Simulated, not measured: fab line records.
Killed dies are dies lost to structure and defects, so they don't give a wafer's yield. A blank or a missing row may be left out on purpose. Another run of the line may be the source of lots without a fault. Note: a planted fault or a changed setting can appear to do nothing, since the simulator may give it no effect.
fab line records + flow ritCmos
[record]
- lots = 14
- wafers = 42
- lastDay = 7
route steps=202 shown NSD@140 PSD@152
lots with no fault: from the same line, run without faults
startH: the number of hours between the record's first day and the start of the first shown wafer of the lot + waitH: hours from the lot's prior step to this one + " identical to the entry in the row above + L1.1+2: several wafers, shown together as one row + - either no value or no given start + * or withheld: withheld + < > ~ a bound
route shown NAME@n: names a module that has steps shown in the file, with the first one's number in the route + usual: mean/standard deviation of fault-free wafers + same: alike in all rows + chamber/n: place in a boat + sites: the reading at each site + _std_site: standard deviation of those values + _edge_site: outer sites' mean less inner sites' + radiusMm: for every site, how far away it sits from the centre of the wafer + mask NAME#n: copy n + behind: tool/chamber where the wafer was last shaped + hold: why the lot was held/for how many hours/how that ended + device: transistor that didn't switch, given as n, p or np + end of line: tests of these same wafers at the route's end + where a step has no rows: the recipe by itself + killed: at the first sort, the dies lost to defects and structure; wafer yield is something else + map: per-die view of a wafer (x killed, . not killed, _ where there is no die)
set.NAME: the run value of the setting; set.NAME@STEP: its run value at that earlier step + model.NAME: the simulator's own value behind a step, which no gauge read
route steps across a sampled set of lots; one table per step, one row per wafer
services: when a tool's chamber went out of use (startH, in hours from the record's first day, below 0 if earlier), for how many hours, and the reason
[[steps]]
[step RIT_NSD_STRIP_09]
[recipe]
- chemistry = O2
- timeS = 180
- resist = NOVOLAK
- platenTempC = withheld
- powerW = 500
- pressureMtorr = 4000
- o2FlowSccm = 4000
[usual]
- chamberPressureMTorr = 4000/4.2
- drypumpMotorCurrentA = 5.5/0.49
| lot.wafer | tool           | chamber | startH | waitH | chamberPressureMTorr | drypumpMotorCurrentA | rfHoursCounterH |
|-----------|----------------|---------|--------|-------|----------------------|----------------------|-----------------|
| L316.2    | plasmaAsher-03 | 1       | 52.62  | 0.1   | 3996                 | 6.1                  | 43              |
| L316.4    | "              | 1       | "      | "     | 4002                 | 6.1                  | -               |
| L316.5    | "              | 1       | "      | "     | 3999                 | 6.1                  | -               |
| L317.1    | plasmaAsher-01 | 1       | 59.84  | 0.1   | 4002                 | 4.8                  | 38              |
| L317.2    | "              | 0       | "      | "     | 4001                 | 5.8                  | 38              |
| L317.4    | "              | 0       | "      | "     | 3998                 | 5.8                  | -               |
| L318.1    | plasmaAsher-03 | 1       | 64.09  | 0.1   | 4003                 | 6.1                  | 44              |
| L318.2    | "              | 0       | "      | "     | 3998                 | 5.3                  | 44              |
| L318.4    | "              | 1       | "      | "     | 3995                 | 6.0                  | -               |
| L319.1    | plasmaAsher-01 | 1       | 69.48  | 0.1   | 4004                 | 4.7                  | 39              |
| L319.5    | "              | 0       | "      | "     | 3996                 | 5.8                  | -               |
| L319.6    | "              | 1       | "      | "     | 3997                 | 4.7                  | -               |
| L320.1    | plasmaAsher-04 | 1       | 76.49  | 0.1   | 4002                 | 6.1                  | 42              |
| L320.5    | "              | 0       | "      | "     | 3992                 | 5.3                  | -               |
| L320.6    | "              | 1       | "      | "     | 4006                 | 6.1                  | -               |
| L324.1    | plasmaAsher-03 | 0       | 92.19  | 0.1   | 4001                 | 5.2                  | 46              |
| L324.4    | "              | 0       | "      | "     | 4001                 | 5.2                  | -               |
| L324.6    | "              | 0       | "      | "     | 4004                 | 5.3                  | -               |
| L325.1    | plasmaAsher-04 | 0       | 97.40  | 0.1   | 4000                 | 5.3                  | 45              |
| L325.4    | "              | 1       | "      | "     | 3992                 | 6.1                  | -               |
| L325.6    | "              | 0       | "      | "     | 3999                 | 5.3                  | -               |
| L326.2    | plasmaAsher-04 | 0       | 100.22 | 0.1   | 4000                 | 5.3                  | 45              |
| L326.3    | "              | 1       | "      | "     | 4003                 | 6.1                  | -               |
| L326.4    | "              | 0       | "      | "     | 4006                 | 5.3                  | -               |
| L327.1    | plasmaAsher-04 | 0       | 106.43 | 0.1   | 4001                 | 5.3                  | 46              |
| L327.4    | "              | 1       | "      | "     | 3998                 | 6.1                  | -               |
| L327.5    | "              | 0       | "      | "     | 4001                 | 5.3                  | -               |
| L328.2    | plasmaAsher-04 | 0       | 109.02 | 0.1   | 3997                 | 5.3                  | 46              |
| L328.4    | "              | 0       | "      | "     | 3993                 | 5.3                  | -               |
| L328.5    | "              | 1       | "      | "     | 4005                 | 6.1                  | -               |
| L330.2    | plasmaAsher-03 | 1       | 121.88 | 0.1   | 4004                 | 6.1                  | 0               |
| L330.3    | "              | 0       | "      | "     | 3997                 | 5.2                  | -               |
| L330.6    | "              | 1       | "      | "     | 3990                 | 6.0                  | -               |
| L332.2    | plasmaAsher-04 | 0       | 128.14 | 0.1   | 3998                 | 5.3                  | 48              |
| L332.3    | "              | 0       | "      | "     | 4000                 | 5.2                  | -               |
| L332.6    | "              | 1       | "      | "     | 3996                 | 6.1                  | -               |
| L334.1    | plasmaAsher-01 | 1       | 141.84 | 0.1   | -                    | -                    | -               |
| L334.3    | "              | 0       | "      | "     | -                    | -                    | -               |
| L334.6    | "              | 0       | "      | "     | -                    | -                    | -               |
| L335.1    | plasmaAsher-03 | 0       | 146.81 | 0.1   | -                    | -                    | -               |
| L335.4    | "              | 1       | "      | "     | -                    | -                    | -               |
| L335.6    | "              | 1       | "      | "     | -                    | -                    | -               |
[step RIT_PSD_TW_MEAS_10]
[usual]
- PSD_TW = 3428/15
| lot.wafer | tool         | chamber | startH | waitH | PSD_TW |
|-----------|--------------|---------|--------|-------|--------|
| L316.2    | filmMetro-03 | -       | 54.22  | 0.1   | 3424   |
| L316.4    | "            | -       | "      | "     | 3420   |
| L316.5    | "            | -       | "      | "     | 3415   |
| L317.1    | filmMetro-03 | -       | 61.56  | 0.1   | 3419   |
| L317.2    | "            | -       | "      | "     | 3426   |
| L317.4    | "            | -       | "      | "     | 3425   |
| L318.1    | filmMetro-01 | -       | 65.97  | 0.1   | 3415   |
| L318.2    | "            | -       | "      | "     | 3433   |
| L318.4    | "            | -       | "      | "     | 3415   |
| L319.1    | filmMetro-02 | -       | 71.08  | 0.1   | 3429   |
| L319.5    | "            | -       | "      | "     | 3462   |
| L319.6    | "            | -       | "      | "     | 3421   |
| L320.1    | filmMetro-02 | -       | 78.22  | 0.1   | 3442   |
| L320.5    | "            | -       | "      | "     | 3442   |
| L320.6    | "            | -       | "      | "     | 3428   |
| L324.1    | filmMetro-03 | -       | 93.79  | 0.1   | 3424   |
| L324.4    | "            | -       | "      | "     | 3438   |
| L324.6    | "            | -       | "      | "     | 3442   |
| L325.1    | filmMetro-01 | -       | 98.99  | 0.1   | 3422   |
| L325.4    | "            | -       | "      | "     | 3417   |
| L325.6    | "            | -       | "      | "     | 3440   |
| L326.2    | filmMetro-02 | -       | 101.83 | 0.1   | 3424   |
| L326.3    | "            | -       | "      | "     | 3429   |
| L326.4    | "            | -       | "      | "     | 3425   |
| L327.1    | filmMetro-02 | -       | 108.16 | 0.1   | 3422   |
| L327.4    | "            | -       | "      | "     | 3422   |
| L327.5    | "            | -       | "      | "     | 3422   |
| L328.2    | filmMetro-01 | -       | 110.62 | 0.1   | 3407   |
| L328.4    | "            | -       | "      | "     | 3404   |
| L328.5    | "            | -       | "      | "     | 3410   |
| L330.2    | filmMetro-03 | -       | 123.62 | 0.1   | 3420   |
| L330.3    | "            | -       | "      | "     | 3426   |
| L330.6    | "            | -       | "      | "     | 3422   |
| L332.2    | filmMetro-03 | -       | 129.98 | 0.1   | 3408   |
| L332.3    | "            | -       | "      | "     | 3402   |
| L332.6    | "            | -       | "      | "     | 3412   |
| L334.1    | filmMetro-01 | -       | 143.56 | 0.1   | 30     |
| L334.3    | "            | -       | "      | "     | 30     |
| L334.6    | "            | -       | "      | "     | 30     |
| L335.1    | filmMetro-02 | -       | 148.53 | 0.1   | 30     |
| L335.4    | "            | -       | "      | "     | 30     |
| L335.6    | "            | -       | "      | "     | 30     |
[[services]]
| tool           | chamber | startH | hours | kind      |
|----------------|---------|--------|-------|-----------|
| plasmaAsher-03 | -       | 86.96  | 2.8   | repair    |
| plasmaAsher-03 | -       | 108.75 | 9.0   | pm        |
| plasmaAsher-03 | 0       | 108.75 | 9.0   | ventCycle |
| plasmaAsher-03 | 1       | 108.75 | 9.0   | ventCycle |
| plasmaAsher-03 | 0       | 117.75 | -     | clean     |
| plasmaAsher-03 | 1       | 117.75 | -     | clean     |
| plasmaAsher-04 | -       | 136.28 | 2.8   | pm        |
[[key]]
[firstSign]
- step = RIT_NSD_STRIP_09
- reading = toolRecord
- direction = missing
[effect]
- step = RIT_PSD_TW_MEAS_10
- reading = PSD_TW
- direction = down
- sigmas = 99+
- usual = 3428
- struck = 30
metAt RIT_NSD_STRIP_09
struckLots L334,L335
sortLeftOut L334.1,L334.3,L334.6,L335.1,L335.4,L335.6
testerLeftOut L334,L335
onsetBetween 121.88 141.84
[fault]
- kind = skippedStepWhole
- tool = plasmaAsher-01,plasmaAsher-03
- chamber = -
- onsetH = 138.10
- steps = RIT_NSD_STRIP_09
- scope = struckLotsOnly
// testerLeftOut: of these lots the tester's yield and bins aren't shown, on N5 and GAA mostly nor the transistor test; their killed dies are dies lost to structure and defects alone, not to doping, threshold or leakage, so they don't give the yield
// sortLeftOut: the simulated sort isn't trusted on such a fault, so these wafers' sort isn't shown, and their yield isn't known
